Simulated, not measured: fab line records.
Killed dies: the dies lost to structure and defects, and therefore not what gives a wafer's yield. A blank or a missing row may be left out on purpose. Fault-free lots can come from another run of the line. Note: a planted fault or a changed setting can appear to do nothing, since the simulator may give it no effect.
Which of the tools did it? + flow berkeleyCmos170 + 14 lots with 42 wafers sampled at 4 steps, on a route of 331 steps

WHAT THE GAUGES SHOWED, per wafer
UCB170_M3_RS_MEAS_02: measurement is done with a four-point probe.
| lot  | measured     | on           | M3_AL_RS (ohm/sq)    |
|------|--------------|--------------|----------------------|
| L683 | day 9 14:18  | filmMetro-03 | 0.0313 0.0319 0.0320 |
| L684 | day 9 14:59  | filmMetro-02 | 0.0325 0.0327 0.0320 |
| L686 | day 9 21:57  | filmMetro-04 | 0.0313 0.0322 0.0313 |
| L685 | day 9 22:41  | filmMetro-04 | 0.0324 0.0323 0.0316 |
| L687 | day 10 01:31 | filmMetro-04 | 0.0317 0.0321 0.0321 |
| L688 | day 10 00:59 | filmMetro-02 | 0.0314 0.0324 0.0323 |
| L689 | day 10 09:04 | filmMetro-02 | 0.0311 0.0314 0.0314 |
| L697 | day 11 15:35 | filmMetro-04 | 0.0319 0.0316 0.0321 |
| L698 | day 11 13:55 | filmMetro-03 | 0.0324 0.0328 0.0322 |
| L699 | day 12 18:41 | filmMetro-03 | 0.0328 0.0327 0.0324 |
| L701 | day 12 18:35 | filmMetro-04 | 0.0322 0.0328 0.0328 |
| L703 | day 13 09:33 | filmMetro-04 | 0.0326 0.0321 0.0326 |
| L704 | day 13 17:22 | filmMetro-04 | 0.0318 0.0322 0.0329 |
| L706 | day 14 08:00 | filmMetro-03 | 0.0322 0.0330 0.0324 |

UCB170_M3_CD_MEAS_15: target cd 700 nm.
| lot  | measured     | on       | cdNm (nm)         |
|------|--------------|----------|-------------------|
| L683 | day 9 16:23  | cdSem-02 | 701.9 701.9 700.5 |
| L684 | day 9 18:10  | cdSem-01 | 700.0 699.0 699.0 |
| L686 | day 9 23:59  | cdSem-01 | 700.0 700.8 700.3 |
| L685 | day 10 02:13 | cdSem-01 | 700.2 701.0 699.8 |
| L687 | day 10 04:30 | cdSem-01 | 699.5 699.9 699.6 |
| L688 | day 10 03:04 | cdSem-01 | 703.3 703.3 702.7 |
| L689 | day 10 11:53 | cdSem-01 | 700.0 699.2 700.2 |
| L697 | day 11 17:38 | cdSem-01 | 702.0 700.9 700.1 |
| L698 | day 11 16:31 | cdSem-02 | 700.7 699.8 701.4 |
| L699 | day 12 21:47 | cdSem-02 | 701.0 701.3 700.2 |
| L701 | day 12 21:43 | cdSem-01 | 699.4 699.9 698.0 |
| L703 | day 13 12:22 | cdSem-02 | 700.0 700.2 699.5 |
| L704 | day 13 19:59 | cdSem-01 | 698.6 698.3 697.4 |
| L706 | day 14 10:53 | cdSem-02 | 700.9 701.0 701.0 |

WHAT TOOL EACH LOT RAN ON (gives the tool, then ch and the chambers of the sampled wafers, and finally the start)
| lot  | UCB170_ZERO_ETCH_06              | UCB170_V2_CVD_00                |
|------|----------------------------------|---------------------------------|
| L683 | rieDiel-02 ch 2,3, day 1 23:35   | pecvd-01 ch 0,1,2, day 9 11:11  |
| L684 | rieDiel-02 ch 1,2,3, day 2 04:42 | pecvd-03 ch 0,1,2, day 9 11:57  |
| L686 | rieDiel-01 ch 1,2, day 2 11:27   | pecvd-02 ch 0,1, day 9 19:20    |
| L685 | rieDiel-02 ch 0,3, day 2 11:32   | pecvd-01 ch 0,2, day 9 19:34    |
| L687 | rieDiel-02 ch 0,3, day 2 19:26   | pecvd-02 ch 0,2, day 9 22:06    |
| L688 | rieDiel-02 ch 1,2,3, day 2 23:53 | pecvd-03 ch 0,1,2, day 9 21:59  |
| L689 | rieDiel-04 ch 0,1,3, day 3 04:10 | pecvd-01 ch 0,1,2, day 10 05:44 |
| L697 | rieDiel-01 ch 0,1,3, day 4 22:35 | pecvd-02 ch 0,1, day 11 12:59   |
| L698 | rieDiel-04 ch 0,1,3, day 4 22:51 | pecvd-02 ch 0,2, day 11 10:57   |
| L699 | rieDiel-01 ch 2,3, day 5 07:13   | pecvd-03 ch 1,2, day 12 12:43   |
| L701 | rieDiel-02 ch 0,2,3, day 5 18:32 | pecvd-01 ch 0,1,2, day 12 11:18 |
| L703 | rieDiel-04 ch 0,2,3, day 6 01:22 | pecvd-03 ch 0,1,2, day 13 05:56 |
| L704 | rieDiel-02 ch 1,2,3, day 6 09:38 | pecvd-01 ch 0,1,2, day 13 14:04 |
| L706 | rieDiel-04 ch 1,2, day 7 01:05   | pecvd-02 ch 0,1, day 14 05:23   |
- UCB170_ZERO_ETCH_06: etches SiO2 in CHF3/CF4/Ar, time 12 s.
- UCB170_V2_CVD_00: deposits SiO2 from TEOS/O2, target thk 2000 nm, time 250 s.

WHAT THE TOOLS THEMSELVES READ (means of the sampled wafers that have a number; where no wafer has one, the mark that the record gives instead)
UCB170_ZERO_ETCH_06.
| lot  | tool       | drypumpMotorCurrentA (A) | oesProductAu (a.u.) | throttleValvePct (%) |
|------|------------|--------------------------|---------------------|----------------------|
| L683 | rieDiel-02 | 5.6                      | 0.614               | 9.24                 |
| L684 | rieDiel-02 | 5.4                      | 0.619               | 9.27                 |
| L686 | rieDiel-01 | 5.8                      | 0.621               | 9.31                 |
| L685 | rieDiel-02 | 6.0                      | 0.617               | 9.39                 |
| L687 | rieDiel-02 | 6.3                      | 0.622               | 9.43                 |
| L688 | rieDiel-02 | 5.4                      | 0.617               | 9.27                 |
| L689 | rieDiel-04 | 5.7                      | 0.616               | 9.27                 |
| L697 | rieDiel-01 | 5.4                      | 0.621               | 9.16                 |
| L698 | rieDiel-04 | 5.7                      | 0.616               | 9.27                 |
| L699 | rieDiel-01 | 5.1                      | 0.622               | 9.31                 |
| L701 | rieDiel-02 | 5.9                      | 0.617               | 9.33                 |
| L703 | rieDiel-04 | 5.5                      | 0.620               | 9.24                 |
| L704 | rieDiel-02 | 5.4                      | 0.614               | 9.27                 |
| L706 | rieDiel-04 | 6.1                      | 0.614               | 9.37                 |

UCB170_V2_CVD_00.
| lot  | tool     | heaterPowerW (W) |
|------|----------|------------------|
| L683 | pecvd-01 | 271              |
| L684 | pecvd-03 | 309              |
| L686 | pecvd-02 | 288              |
| L685 | pecvd-01 | 288              |
| L687 | pecvd-02 | 238              |
| L688 | pecvd-03 | 323              |
| L689 | pecvd-01 | 306              |
| L697 | pecvd-02 | 296              |
| L698 | pecvd-02 | 271              |
| L699 | pecvd-03 | 308              |
| L701 | pecvd-01 | 264              |
| L703 | pecvd-03 | 341              |
| L704 | pecvd-01 | 300              |
| L706 | pecvd-02 | 271              |

THE ANSWER, worked out from the rows above alone
Rule: the lots themselves supply what counts as usual. Put in order of their means at a reading, lots are off if they are a third of the lots or fewer, leave a main group of 4 or more, and stand apart from it by a gap of 3 or more times the standard deviation of the main group's means; of several such gaps the widest counts. A main group whose means are all the same, to the digits that the tables above print for the reading, isn't used. A lot without any number at a reading at which 4 lots or more have one is off too. The other lots that the step has rows for count as sound. First the gauges in route order, then the tools' own readings, where a lot's mean is used as printed above. The first step at which some lot is off is used, and at that step the reading that is off furthest; a lot without a number counts as furthest.
None of the lots is off at any reading shown; this tells nothing.

WHAT THE SIMULATOR PUT IN
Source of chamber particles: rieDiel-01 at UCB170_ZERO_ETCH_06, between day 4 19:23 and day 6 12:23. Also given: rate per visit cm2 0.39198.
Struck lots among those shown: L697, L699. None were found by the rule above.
